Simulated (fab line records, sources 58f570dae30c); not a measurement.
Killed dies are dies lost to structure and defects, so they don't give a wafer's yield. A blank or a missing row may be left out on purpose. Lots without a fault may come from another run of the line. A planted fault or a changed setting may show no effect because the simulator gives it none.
Which tool did it? | flow berkeley_cmos170 | 10 lots, 30 wafers sampled, at 2 steps of a route of 331

WHAT THE GAUGES READ, wafer by wafer
UCB170_GATE_CD_MEAS_12: target cd 350 nm.
lot  | measured     | on        | cd_nm (nm)
L663 | day 7 17:50  | cd_sem-02 | 351.2 350.5 350.1
L665 | day 7 18:05  | cd_sem-01 | 351.2 351.1 350.7
L662 | day 7 18:20  | cd_sem-01 | 351.2 350.9 350.8
L664 | day 7 18:39  | cd_sem-01 | 350.4 350.8 352.1
L667 | day 8 13:46  | cd_sem-01 | 350.4 350.2 348.9
L666 | day 8 13:47  | cd_sem-02 | 350.7 350.1 350.0
L676 | day 10 23:51 | cd_sem-01 | 331.8 322.2 318.1
L680 | day 11 16:14 | cd_sem-01 | 347.9 347.4 348.5
L681 | day 12 04:13 | cd_sem-02 | 350.1 350.1 349.1
L685 | day 12 04:19 | cd_sem-02 | 348.2 348.3 348.7

WHICH TOOL RAN EACH LOT (tool, then ch and the chambers of the sampled wafers, then the start)
lot  | UCB170_GATE_EXPOSE_09
L663 | krf_scanner-01 ch 0, day 7 17:23
L665 | krf_scanner-01 ch 0, day 7 17:32
L662 | krf_scanner-02 ch 0, day 7 17:48
L664 | krf_scanner-01 ch 0, day 7 18:16
L667 | krf_scanner-01 ch 0, day 8 13:02
L666 | krf_scanner-01 ch 0, day 8 13:09
L676 | krf_scanner-01 ch 0, day 10 23:26
L680 | krf_scanner-02 ch 0, day 11 15:50
L681 | krf_scanner-02 ch 0, day 12 03:44
L685 | krf_scanner-02 ch 0, day 12 03:50
- UCB170_GATE_EXPOSE_09: exposes mask POLY, target cd 350 nm.

THE ANSWER, worked out from the rows above alone
Rule: what is usual is taken from the lots themselves. Put in order of their means at a reading, lots are off if they are a third of the lots or fewer, leave a main group of 4 or more, and stand apart from it by a gap of 3 or more times the standard deviation of the main group's means; of several such gaps the widest counts. A main group whose means are all the same, to the digits that the tables above print for the reading, isn't used. A lot without any number at a reading at which 4 lots or more have one is off too. The other lots that the step has rows for count as sound.
Off: L676, at UCB170_GATE_CD_MEAS_12 (cd_nm). The main group: mean 350.0 nm, standard deviation 1.1.
A tool fits if, at a process step before that reading, it ran every lot that is off, and no sound lot after the first of them. The gauges at UCB170_GATE_CD_MEAS_12 are tried like those tools. One fits: krf_scanner-01 at UCB170_GATE_EXPOSE_09. Its last sound lot is L666 (day 8 13:09), its first lot that is off L676 (day 10 23:26): a fault that began between those two fits.

WHAT THE SIMULATOR HAD PUT IN
Process parameter drift: krf_scanner-01, from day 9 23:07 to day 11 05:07, at UCB170_GATE_EXPOSE_09. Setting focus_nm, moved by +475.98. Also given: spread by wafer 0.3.
Lots struck among those shown: L676. The rule above found the same.
